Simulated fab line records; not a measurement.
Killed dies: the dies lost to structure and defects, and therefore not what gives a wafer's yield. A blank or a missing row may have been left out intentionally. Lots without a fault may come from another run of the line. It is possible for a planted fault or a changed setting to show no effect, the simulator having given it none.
One fault seen from 2 desks | flow berkeley cmos170 | numbers are kept per desk, each desk with only its own; the story behind them comes last

## TOOL OWNER'S DESK, implanter-01
UCB170_NVT_IMPLANT_07, tool's own readings: per-lot mean of the sampled wafers with a number, covering each lot this tool ran. The brackets show how far a lot's mean lies from the usual mean; more than 4 standard deviations puts the lot out of limits, marked OUT.
Columns: A = beam on s at UCB170_NVT_IMPLANT_07, usual 10.01 s; B = dose ions cm2 at UCB170_NVT_IMPLANT_07, usual 3e+12; C = faraday current uA at UCB170_NVT_IMPLANT_07, usual 9.51
lot  | first seen here | A     | B                       | C
L471 | day 6 18:14     | 10.09 | 3e+12                   | 9.46
L472 | day 7 07:13     | 9.85  | 3e+12                   | 9.65
L474 | day 7 07:52     | 10.09 | 3e+12                   | 9.41
L487 | day 9 18:29     | 10.17 | 4e+12 (+99 or more) OUT | 12.23 (+15) OUT
L488 | day 10 00:50    | 10.15 | 4e+12 (+99 or more) OUT | 12.22 (+15) OUT
Finding of this desk: L487, L488 out of limits; the first was L487 at day 9 18:29, on dose ions cm2 at UCB170_NVT_IMPLANT_07. L471, L472, L474: within limits.

## AT THE METROLOGY DESK
Means of the sampled wafers that have a number, per lot and without regard to the tool the lot ran on: this is what the gauges read. The brackets show how far a lot's mean lies from the usual mean; more than 4 standard deviations puts the lot out of limits, marked OUT.
Columns: A = NVT_TW at UCB170_NVT_TW_MEAS_09, usual 531
lot  | first seen here | A
L471 | day 6 18:29     | 537
L472 | day 7 07:28     | 523
L475 | day 7 07:46     | 520
L473 | day 7 08:01     | 534
L474 | day 7 08:05     | 521
L476 | day 7 23:05     | 532
L479 | day 8 09:06     | 533
L482 | day 9 02:31     | 538
L487 | day 9 18:42     | 584 (+8.5) OUT
L488 | day 10 01:05    | 576 (+7.2) OUT
L489 | day 10 01:33    | 531
L491 | day 10 17:28    | 538
L490 | day 10 17:44    | 531
L494 | day 11 04:47    | 535
This desk finds L487, L488 out of limits, with the earliest case on L487 at day 9 18:42 (NVT_TW at UCB170_NVT_TW_MEAS_09). L471, L472, L475, L473, L474, L476, L479, L482, L489, L491, L490, L494: within limits.

## ALL TOGETHER
At day 9 18:29, on L487, L488, the tool owner's desk was in a position to raise an alarm.
L487, L488 would have let the metrology desk raise an alarm at day 9 18:42.
On implanter-01, each named lot ran UCB170_NVT_IMPLANT_07.

## WHAT THE SIMULATOR HAD PUT IN
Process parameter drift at UCB170_NVT_IMPLANT_07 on implanter-01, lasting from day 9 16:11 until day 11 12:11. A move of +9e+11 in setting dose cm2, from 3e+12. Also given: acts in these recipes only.
Lots struck among those shown: L487, L488.
Counting hours from when the fault started, the first reading out of limits came at 2 for the tool owner's desk and at 3 for the metrology desk.
